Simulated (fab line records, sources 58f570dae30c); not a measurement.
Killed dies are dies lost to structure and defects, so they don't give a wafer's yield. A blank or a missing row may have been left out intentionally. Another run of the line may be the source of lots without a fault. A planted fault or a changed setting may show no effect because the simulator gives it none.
Problem report, 8D (eight disciplines) form, completed by code | flow berkeley_cmos170 | the parts of the form that need people (team, actions taken, sign-off) are left out

1. THE PROBLEM
Across 6 wafers from 2 lots, PLDD_TW at UCB170_PLDD_TW_MEAS_11 averages 952, while fault-free wafers read 1004 with a standard deviation of 8. Relative to the usual mean, that is a shift of -6.5 standard deviations.
Earliest sighting: wafer L476.1 on film_metro-02 at day 10 06:31. The record has a number at this step for 42 wafers belonging to 14 lots. By rule, "out" or "out of limits" means more than 4 standard deviations away from the usual mean. All remaining wafers that have a number are taken as sound.

2. WHAT IT IS AND WHAT IT IS NOT
question                    | is                     | is not
which readings at this step | PLDD_TW                | -
which lots                  | L476, L480             | L463, L464, L466, L467, L468, L469, L470, L471, L482, L483, L484, L485
which wafers of those lots  | all that have a number | -
read on which gauges        | film_metro-02          | film_metro-01, film_metro-03
when                        | from day 10 06:31      | up to then (24 sound wafers); but 12 sound wafers of L482, L483, L484, L485 came after

3. WHAT RULES OUT EACH SUSPECT
Counting: a tool at any process step up to the reading remains a suspect when it ran all the lots that are out and ran no sound lot after the first of those.
- the gauge at UCB170_PLDD_TW_MEAS_11 has been ruled out. All the wafers that are out were read on film_metro-02, but those of them that UCB170_PLDD_IMPLANT_09 has rows for are out there too, on other tools.
- implanter-01 at UCB170_PLDD_IMPLANT_09: kept. Every lot that is out went through it, starting with L476 (day 10 06:16), and after that it ran no sound lot; the last sound lot it ran before then is L468 (day 8 14:53). Its own readings are out on those wafers: dose_ions_cm2, faraday_current_uA.
The count leaves implanter-01 at UCB170_PLDD_IMPLANT_09.

4. THE CAUSE (what the simulator had put in)
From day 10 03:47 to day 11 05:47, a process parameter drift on implanter-01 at UCB170_PLDD_IMPLANT_09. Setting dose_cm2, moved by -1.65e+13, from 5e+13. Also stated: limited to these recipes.
Counting left only this tool.

5. SEQUENCE OF EFFECTS, ordered by route
One row per reading whose mean, taken over the struck wafers that have a number, lies over 3 standard deviations from the usual. Only readings for which the record gives a usual standard deviation are gone through. hours: the time from each lot's start at the first step in this table that gives one to its start at this step, as a median over the lots. sigmas: the change in usual standard deviations.
hours | step                       | reading            | usual         | on struck wafers | change | sigmas
0     | UCB170_PLDD_IMPLANT_09     | dose_ions_cm2      | 5e+13         | 3e+13            | -2e+13 | -99 or more
0     | UCB170_PLDD_IMPLANT_09     | faraday_current_uA | 159           | 107              | -52    | -17
0     | UCB170_PLDD_TW_MEAS_11     | PLDD_TW            | 1004          | 952              | -52    | -6.5
14    | UCB170_SDANNEAL_RS_MEAS_04 | PLDD_RS            | 1031.8 ohm/sq | 1190.7           | +158.9 | +66
It contains these process steps:
- UCB170_PLDD_IMPLANT_09
Later measuring or inspecting steps at which every struck wafer that the step has a row for has a number for every such reading, and none has moved that far: UCB170_NLDD_CD_MEAS_06.

6. HOW IT WOULD HAVE BEEN CAUGHT EARLIER
The first out-of-limits reading at a measuring or inspecting step in this record came at day 10 06:31, 3 hours after the fault's start at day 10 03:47.
The tool's own readings at UCB170_PLDD_IMPLANT_09 were out on every struck wafer that the step has a row for (dose_ions_cm2, faraday_current_uA): an alarm limit on them would have fired on the first of those.
L480, from the lots that are out (2), started UCB170_PLDD_IMPLANT_09 on implanter-01 later than day 10 06:31. Putting the tool on hold at that point would have spared it.
